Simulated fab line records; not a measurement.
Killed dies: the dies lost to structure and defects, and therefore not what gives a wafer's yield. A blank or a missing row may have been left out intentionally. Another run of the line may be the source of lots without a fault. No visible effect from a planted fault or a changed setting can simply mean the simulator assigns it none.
fab line records :: flow ritCmos
[record]
  lots = 13
  wafers = 39
  lastDay = 7
route steps=202 shown SPACER@130
lots that met no fault: from a run of the same line without faults
startH: hours from the record's opening day to when the first of the lot's shown wafers began :: waitH: time in hours since the lot's previous step :: " the same as in the row above :: L1.1+2: several wafers, shown together as one row :: - either no value or no given start :: * or withheld: withheld :: < > ~ a bound
route shown NAME@n: a module of which the file shows steps, and the number in the route of the first :: usual: mean and standard deviation over wafers with no fault :: same: alike in all rows :: chamber/n: place in a boat :: sites: per-site readings :: _std_site: standard deviation across them :: _edge_site: outer sites' mean less inner sites' :: radiusMm: how far each site lies from the wafer's centre :: mask NAME#n: copy n :: behind: the last tool/chamber to shape the wafer :: hold: what put the lot on hold/how long, in hours/how the hold closed :: device: which transistor (n, p or np) failed to switch :: end of line: at the end of the route, the tests of the same wafers :: step lacking rows: just its recipe :: killed: dies lost to structure and defects at the first sort, not the wafer's yield :: map: per-die view of a wafer (x killed, . not killed, _ where there is no die)
set.NAME: setting as actually run; set.NAME@STEP: the setting as run at that earlier step :: model.NAME: the simulator's own value behind a step, which no gauge read
a sample of lots followed through the steps of the route, with each step as a table and each wafer as a row
services: a tool's chamber out of use, with start hour (startH, from the record's first day; less than 0 if before it), hours out, and reason
[[steps]]
[step RIT_SPACER_ETCHBACK_05]
[recipe]
  targetDepthA = 2500
  SF6_flow_sccm = 30
  CHF3_flow_sccm = 30
  target = Si3N4
  chemistry = SF6/CHF3
  pressureMtorr = 40
  rfW = 250
  timeS = 240
  stopOn = SiO2
[usual]
  drypumpMotorCurrentA = 5.5/0.47
  oesProductAu = 0.837/0.013
  runLengthS = 268.2/0.39
  throttleValvePct = 10.33/0.11
lot.wafer: L140.2
tool: rieDiel-03
chamber: 1
startH: 47.07
waitH: 0.0
drypumpMotorCurrentA: 6.0
oesProductAu: 0.864
rfHoursCounterH: 16
runLengthS: 267.8
throttleValvePct: 10.46

lot.wafer: L140.3
tool: rieDiel-03
chamber: 3
startH: 47.07
waitH: 0.0
drypumpMotorCurrentA: 5.2
oesProductAu: 0.851
rfHoursCounterH: 106
runLengthS: 268.5
throttleValvePct: 10.39

lot.wafer: L140.4
tool: rieDiel-03
chamber: 2
startH: 47.07
waitH: 0.0
drypumpMotorCurrentA: 5.4
oesProductAu: 0.843
rfHoursCounterH: 19
runLengthS: 268.6
throttleValvePct: 10.32

lot.wafer: L141.1
tool: rieDiel-01
chamber: 1
startH: 51.29
waitH: 0.1
drypumpMotorCurrentA: 6.2
oesProductAu: 0.847
rfHoursCounterH: 166
runLengthS: 268.0
throttleValvePct: 10.35

lot.wafer: L141.3
tool: rieDiel-01
chamber: 3
startH: 51.29
waitH: 0.1
drypumpMotorCurrentA: 5.5
oesProductAu: 0.833
rfHoursCounterH: 120
runLengthS: 269.3
throttleValvePct: 10.21

lot.wafer: L141.6
tool: rieDiel-01
chamber: 3
startH: 51.29
waitH: 0.1
drypumpMotorCurrentA: 5.5
oesProductAu: 0.849
rfHoursCounterH: -
runLengthS: 268.5
throttleValvePct: 10.23

lot.wafer: L143.1
tool: rieDiel-03
chamber: 1
startH: 62.20
waitH: 0.1
drypumpMotorCurrentA: 6.0
oesProductAu: 0.853
rfHoursCounterH: 16
runLengthS: 268.0
throttleValvePct: 10.47

lot.wafer: L143.2
tool: rieDiel-03
chamber: 0
startH: 62.20
waitH: 0.1
drypumpMotorCurrentA: 5.9
oesProductAu: 0.806
rfHoursCounterH: 41
runLengthS: 268.2
throttleValvePct: 10.26

lot.wafer: L143.6
tool: rieDiel-03
chamber: 0
startH: 62.20
waitH: 0.1
drypumpMotorCurrentA: 5.9
oesProductAu: 0.813
rfHoursCounterH: -
runLengthS: 268.5
throttleValvePct: 10.25

lot.wafer: L144.1
tool: rieDiel-03
chamber: 1
startH: 66.57
waitH: 0.1
drypumpMotorCurrentA: 6.0
oesProductAu: 0.854
rfHoursCounterH: 17
runLengthS: 268.0
throttleValvePct: 10.46

lot.wafer: L144.4
tool: rieDiel-03
chamber: 2
startH: 66.57
waitH: 0.1
drypumpMotorCurrentA: 5.4
oesProductAu: 0.827
rfHoursCounterH: 20
runLengthS: 268.5
throttleValvePct: 10.33

lot.wafer: L144.5
tool: rieDiel-03
chamber: 2
startH: 66.57
waitH: 0.1
drypumpMotorCurrentA: 5.4
oesProductAu: 0.840
rfHoursCounterH: -
runLengthS: 268.0
throttleValvePct: 10.33

lot.wafer: L145.1
tool: rieDiel-04
chamber: 1
startH: 71.27
waitH: 0.1
drypumpMotorCurrentA: 6.1
oesProductAu: 0.836
rfHoursCounterH: 69
runLengthS: 267.9
throttleValvePct: 10.15

lot.wafer: L145.2
tool: rieDiel-04
chamber: 0
startH: 71.27
waitH: 0.1
drypumpMotorCurrentA: 4.9
oesProductAu: 0.850
rfHoursCounterH: 79
runLengthS: 268.5
throttleValvePct: 10.52

lot.wafer: L145.6
tool: rieDiel-04
chamber: 3
startH: 71.27
waitH: 0.1
drypumpMotorCurrentA: 5.3
oesProductAu: 0.831
rfHoursCounterH: -
runLengthS: 268.5
throttleValvePct: 10.28

lot.wafer: L146.1
tool: rieDiel-04
chamber: 1
startH: 78.48
waitH: 0.1
drypumpMotorCurrentA: 6.1
oesProductAu: 0.841
rfHoursCounterH: 69
runLengthS: 268.0
throttleValvePct: 10.16

lot.wafer: L146.4
tool: rieDiel-04
chamber: 3
startH: 78.48
waitH: 0.1
drypumpMotorCurrentA: 5.3
oesProductAu: 0.827
rfHoursCounterH: 146
runLengthS: 268.9
throttleValvePct: 10.27

lot.wafer: L146.6
tool: rieDiel-04
chamber: 3
startH: 78.48
waitH: 0.1
drypumpMotorCurrentA: 5.3
oesProductAu: 0.819
rfHoursCounterH: -
runLengthS: 268.6
throttleValvePct: 10.27

lot.wafer: L148.1
tool: rieDiel-03
chamber: 1
startH: 88.38
waitH: 0.1
drypumpMotorCurrentA: 6.0
oesProductAu: 0.861
rfHoursCounterH: 17
runLengthS: 267.7
throttleValvePct: 10.46

lot.wafer: L148.2
tool: rieDiel-03
chamber: 3
startH: 88.38
waitH: 0.1
drypumpMotorCurrentA: 5.2
oesProductAu: 0.849
rfHoursCounterH: 107
runLengthS: 268.3
throttleValvePct: 10.38

lot.wafer: L148.4
tool: rieDiel-03
chamber: 1
startH: 88.38
waitH: 0.1
drypumpMotorCurrentA: 6.0
oesProductAu: 0.857
rfHoursCounterH: -
runLengthS: 267.9
throttleValvePct: 10.47

lot.wafer: L149.1
tool: rieDiel-04
chamber: 2
startH: 90.30
waitH: 0.1
drypumpMotorCurrentA: 4.7
oesProductAu: 0.848
rfHoursCounterH: 96
runLengthS: 268.0
throttleValvePct: 10.22

lot.wafer: L149.3
tool: rieDiel-04
chamber: 1
startH: 90.30
waitH: 0.1
drypumpMotorCurrentA: 6.1
oesProductAu: 0.846
rfHoursCounterH: 70
runLengthS: 267.8
throttleValvePct: 10.16

lot.wafer: L149.6
tool: rieDiel-04
chamber: 0
startH: 90.30
waitH: 0.1
drypumpMotorCurrentA: 5.0
oesProductAu: 0.850
rfHoursCounterH: -
runLengthS: 268.6
throttleValvePct: 10.51

lot.wafer: L151.4
tool: rieDiel-01
chamber: 0
startH: 102.93
waitH: 0.1
drypumpMotorCurrentA: 6.0
oesProductAu: 0.818
rfHoursCounterH: -
runLengthS: 268.4
throttleValvePct: 10.38

lot.wafer: L151.5
tool: rieDiel-01
chamber: 3
startH: 102.93
waitH: 0.1
drypumpMotorCurrentA: 5.5
oesProductAu: 0.840
rfHoursCounterH: -
runLengthS: 268.6
throttleValvePct: 10.23

lot.wafer: L151.6
tool: rieDiel-01
chamber: 2
startH: 102.93
waitH: 0.1
drypumpMotorCurrentA: 6.0
oesProductAu: 0.839
rfHoursCounterH: -
runLengthS: 268.0
throttleValvePct: 10.40

lot.wafer: L154.3
tool: rieDiel-01
chamber: 3
startH: 116.20
waitH: 0.0
drypumpMotorCurrentA: 5.5
oesProductAu: 0.842
rfHoursCounterH: 122
runLengthS: 268.5
throttleValvePct: 10.22

lot.wafer: L154.4
tool: rieDiel-01
chamber: 3
startH: 116.20
waitH: 0.0
drypumpMotorCurrentA: 5.5
oesProductAu: 0.840
rfHoursCounterH: -
runLengthS: 268.5
throttleValvePct: 10.23

lot.wafer: L154.5
tool: rieDiel-01
chamber: 2
startH: 116.20
waitH: 0.0
drypumpMotorCurrentA: 6.1
oesProductAu: 0.830
rfHoursCounterH: -
runLengthS: 268.1
throttleValvePct: 10.39

lot.wafer: L156.2
tool: rieDiel-03
chamber: 3
startH: 125.43
waitH: 0.0
drypumpMotorCurrentA: 5.2
oesProductAu: 0.846
rfHoursCounterH: 108
runLengthS: 268.3
throttleValvePct: 10.40

lot.wafer: L156.3
tool: rieDiel-03
chamber: 2
startH: 125.43
waitH: 0.0
drypumpMotorCurrentA: 5.3
oesProductAu: 0.829
rfHoursCounterH: 21
runLengthS: 268.9
throttleValvePct: 10.33

lot.wafer: L156.6
tool: rieDiel-03
chamber: 3
startH: 125.43
waitH: 0.0
drypumpMotorCurrentA: 5.2
oesProductAu: 0.840
rfHoursCounterH: -
runLengthS: 268.5
throttleValvePct: 10.38

lot.wafer: L158.2
tool: rieDiel-03
chamber: 2
startH: 136.41
waitH: 0.0
drypumpMotorCurrentA: 5.4
oesProductAu: 0.828
rfHoursCounterH: 21
runLengthS: 268.5
throttleValvePct: 10.34

lot.wafer: L158.4
tool: rieDiel-03
chamber: 3
startH: 136.41
waitH: 0.0
drypumpMotorCurrentA: 5.2
oesProductAu: 1.021
rfHoursCounterH: -
runLengthS: 200.0
throttleValvePct: 10.47

lot.wafer: L158.5
tool: rieDiel-03
chamber: 0
startH: 136.41
waitH: 0.0
drypumpMotorCurrentA: 5.9
oesProductAu: 0.809
rfHoursCounterH: -
runLengthS: 268.2
throttleValvePct: 10.25

lot.wafer: L163.1
tool: rieDiel-04
chamber: 1
startH: 163.50
waitH: 0.1
drypumpMotorCurrentA: 6.1
oesProductAu: 0.832
rfHoursCounterH: 71
runLengthS: 267.7
throttleValvePct: 10.16

lot.wafer: L163.2
tool: rieDiel-04
chamber: 2
startH: 163.50
waitH: 0.1
drypumpMotorCurrentA: 4.7
oesProductAu: 0.835
rfHoursCounterH: 97
runLengthS: 267.6
throttleValvePct: 10.21

lot.wafer: L163.3
tool: rieDiel-04
chamber: 0
startH: 163.50
waitH: 0.1
drypumpMotorCurrentA: 4.9
oesProductAu: 0.843
rfHoursCounterH: 81
runLengthS: 268.6
throttleValvePct: 10.51
[[services]]
tool: rieDiel-01
chamber: 2
startH: 45.27
hours: 48.3
kind: repair

tool: rieDiel-03
chamber: 0
startH: 76.05
hours: 35.9
kind: repair

tool: rieDiel-01
chamber: 1
startH: 93.58
hours: -
kind: clean

tool: rieDiel-01
chamber: 1
startH: 93.58
hours: 25.0
kind: scheduledDown

tool: rieDiel-01
chamber: 1
startH: 93.58
hours: 25.0
kind: ventCycle

tool: rieDiel-01
chamber: -
startH: 126.74
hours: 0.5
kind: repair

tool: rieDiel-03
chamber: 1
startH: 134.59
hours: 11.6
kind: repair

tool: rieDiel-03
chamber: 0
startH: 136.83
hours: 10.5
kind: repair

tool: rieDiel-04
chamber: 2
startH: 144.36
hours: 2.7
kind: repair

tool: rieDiel-03
chamber: 3
startH: 146.33
hours: 6.7
kind: repair

tool: rieDiel-04
chamber: 3
startH: 158.52
hours: -
kind: clean
[[key]]
[firstSign]
  step = RIT_SPACER_ETCHBACK_05
  reading = runLengthS
  direction = down
  sigmas = 99+
  usual = *
  struck = *
[effect]
  step = RIT_SPACER_ETCHBACK_05
  reading = oesProductAu
  direction = up
  sigmas = 14
  usual = 0.837
  struck = 1.021
metAt RIT_SPACER_ETCHBACK_05
struckLots L158
struckWafers L158.4
laterRowsLeftOut L158.4
sortLeftOut L158.4
testerLeftOut L158
onsetBetween 125.43 136.41
[fault]
  kind = processParameterDrift
  tool = rieDiel-03
  chamber = 3
  onsetH = 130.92
  steps = RIT_SPACER_ETCHBACK_05
  channel = timeS
  offset = *
  shape = step
  endH = 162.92
  actsIn = *
  stated = *
// testerLeftOut: of these lots the tester's yield and bins aren't shown, on N5 and GAA mostly nor the transistor test; their killed dies are dies lost to structure and defects alone, not to doping, threshold or leakage, so they don't give the yield
// sortLeftOut: the simulated sort isn't trusted on such a fault, so these wafers' sort isn't shown, and their yield isn't known
// laterRowsLeftOut: the simulator's readings of these wafers behind a module that went badly wrong aren't trusted and aren't shown, but for the sort
